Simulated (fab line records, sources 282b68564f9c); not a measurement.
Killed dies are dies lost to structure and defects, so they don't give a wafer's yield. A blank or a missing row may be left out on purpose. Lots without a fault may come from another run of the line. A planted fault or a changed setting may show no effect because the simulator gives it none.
A struck lot beside a sound one | flow rit_cmos | 30 steps out of a route of 202
Sound: wafers L989.1, L989.4, L989.5. Struck: wafer L980.6. (L980.3, L980.5 of the same lot were not struck and are left out.) The cause comes at the end.
At each step with rows: each side's tool, then ch and its chambers, then its first start. Under that, the readings that differ: sound wafers | struck wafers | difference of the means | sigmas: that difference in standard deviations of wafers without a fault.
alike: readings whose means differ by less than 2 such deviations, and words and numbers that are the same on both sides. not compared: withheld readings, readings that some wafer has no value for, bounds like >300 that may hide the same value, and numbers for which the record gives no deviation and whose values overlap.
The two part at a step that has a row with sigmas, a row that says differs or no value, or rows on one side only. Numbers that don't overlap but have no deviation are shown without sigmas and don't part them. A reading that every wafer of one side lacks parts them only if that side has two wafers or more.

first, 6 steps without rows for these wafers: RIT_SDANNEAL_RTA_03 (time 5 s); RIT_SILICIDE_WET_ETCH_00 (etches SiO2 in BOE, target depth 14 nm, time 15 s); RIT_SILICIDE_SPUTTER_01 (material Ti, target thk 30 nm, time 240 s); RIT_SILICIDE_RTA_04 (time 10 s, ramp up 5 s, ramp down 5 s); RIT_SILICIDE_WET_ETCH_05 (etches Ti in SPM, time 120 s); RIT_SILICIDE_RTA_06 (time 10 s, ramp up 5 s, ramp down 10 s).
RIT_CONTACT_CVD_00: deposits SiO2 from TEOS, target thk 400 nm, time 61 s.
  sound on pecvd-02 ch 1,2, day 7 03:37; struck on pecvd-03 ch 2, day 5 15:45
  reading                                  | sound             | struck | difference | sigmas
  model.SiO2_of_CONTACT_CVD_00.thk_nm (nm) | 399.5 405.6 405.1 | 239.5  | -163.9     |
  alike: heater_power_w
RIT_CONTACT_THK_MEAS_01:
  sound on film_metro-01, day 7 03:40; struck on film_metro-04, day 5 15:49
  reading               | sound       | struck | difference | sigmas
  CONTACT_TEOS_THK (nm) | 400 405 405 | 239    | -164       | -30
then, 7 steps without rows for these wafers: RIT_CONTACT_HMDS_02 (prime time 60 s); RIT_CONTACT_COAT_03 (resist thk 1000 nm); RIT_CONTACT_SOFTBAKE_04 (time 60 s); RIT_CONTACT_EXPOSE_05 (exposes mask M11, target cd 1000 nm); RIT_CONTACT_PEB_06; RIT_CONTACT_DEVELOP_07 (develop time 120 s); RIT_CONTACT_HARDBAKE_10 (time 60 s).
RIT_CONTACT_ETCH_11: etches SiO2 in CHF3/CF4/Ar, stops on TiSi2, target depth 480 nm, time 320 s.
  sound on rie_diel-04 ch 0,1,3, day 7 05:08; struck on rie_diel-04 ch 0, day 5 17:16
  reading                             | sound             | struck | difference | sigmas
  model.etch.depth_nm (nm)            | 399.5 405.6 405.1 | 239.5  | -163.9     |
  model.CONTACT.feature_depth_nm (nm) | 399.5 405.6 405.1 | 239.5  | -163.9     |
  alike: drypump_motor_current_A, oes_product_au, throttle_valve_pct
  not compared: rf_hours_counter_h
then, 11 steps without rows for these wafers: RIT_CONTACT_STRIP_12 (strips in O2, time 180 s); RIT_CONTACT_CLEAN_13 (cleans in SC1, time 600 s); RIT_CONTACT_CLEAN_14 (cleans in SC2, time 600 s); RIT_M1_SPUTTER_00 (material Al, target thk 400 nm, time 500 s); RIT_M1_HMDS_03 (prime time 60 s); RIT_M1_COAT_04 (resist thk 1300 nm); RIT_M1_SOFTBAKE_05 (time 60 s); RIT_M1_EXPOSE_06 (exposes mask M12, target cd 2600 nm); RIT_M1_PEB_07; RIT_M1_DEVELOP_08 (develop time 68 s); RIT_M1_HARDBAKE_11 (time 120 s).
RIT_M1_METAL_ETCH_12: etches Al in Cl2/BCl3, stops on SiO2, time 165 s, target depth 600 nm.
  sound on rie_metal-01 ch 1, day 7 07:51; struck on rie_metal-01 ch 1, day 5 20:32
  reading                                  | sound             | struck | difference | sigmas
  model.SiO2_of_CONTACT_CVD_00.thk_nm (nm) | 365.7 371.8 371.4 | 205.7  | -163.9     |
  alike: drypump_motor_current_A, oes_product_au, throttle_valve_pct
  not compared: rf_hours_counter_h
then, 1 step without rows for these wafers: RIT_M1_STRIP_13 (strips in nmp, time 600 s).
RIT_M1_PROBE_99:
  sound on prober-01, day 7 10:06; struck on prober-02, day 5 23:13
  reading                                                 | sound                | struck | difference | sigmas
  killed_at_front_end                                     | 2 2 2                | 9      | +7         | +2
  killed_dies                                             | 2 2 2                | 9      | +7         | +2
  killed_open                                             | 1 1 0                | 6      | +5         | +3
  model.etest.field_p_metal.vt_v (V)                      | -29.28 -29.69 -29.74 | -21.43 | +8.14      |
  model.etest.nmos_0p15.junction_log10_a_um               | -13.67 -13.36 -13.49 | -12.08 | +1.43      |
  model.etest.nmos_narrow.off_log10_a_um                  | -13.28 -13.09 -13.28 | -12.06 | +1.16      |
  model.etest.nmos_0p3.off_log10_a_um                     | -13.07 -13.02 -13.33 | -12.05 | +1.09      |
  model.etest.gate_end_array.leak_log10_a_um              | -12.9 -12.75 -13.13  | -11.82 | +1.11      |
  model.etest.contact_diode_array.leak_log10_a (angstrom) | -9.451 -9.532 -9.53  | -8.708 | +0.796     |
  model.etest.pmos_0p15.junction_log10_a_um               | -13.8 -13.79 -13.67  | -13.02 | +0.73      |
  model.etest.antenna_contact.gate_log10_a_cm2            | -6.271 -6.516 -6.578 | -5.689 | +0.766     |
  alike: killed_at_contacts, killed_short

WHERE THEY PART
First at RIT_CONTACT_THK_MEAS_01; last, within this record, at RIT_M1_PROBE_99.

WHY: what the simulator had put in
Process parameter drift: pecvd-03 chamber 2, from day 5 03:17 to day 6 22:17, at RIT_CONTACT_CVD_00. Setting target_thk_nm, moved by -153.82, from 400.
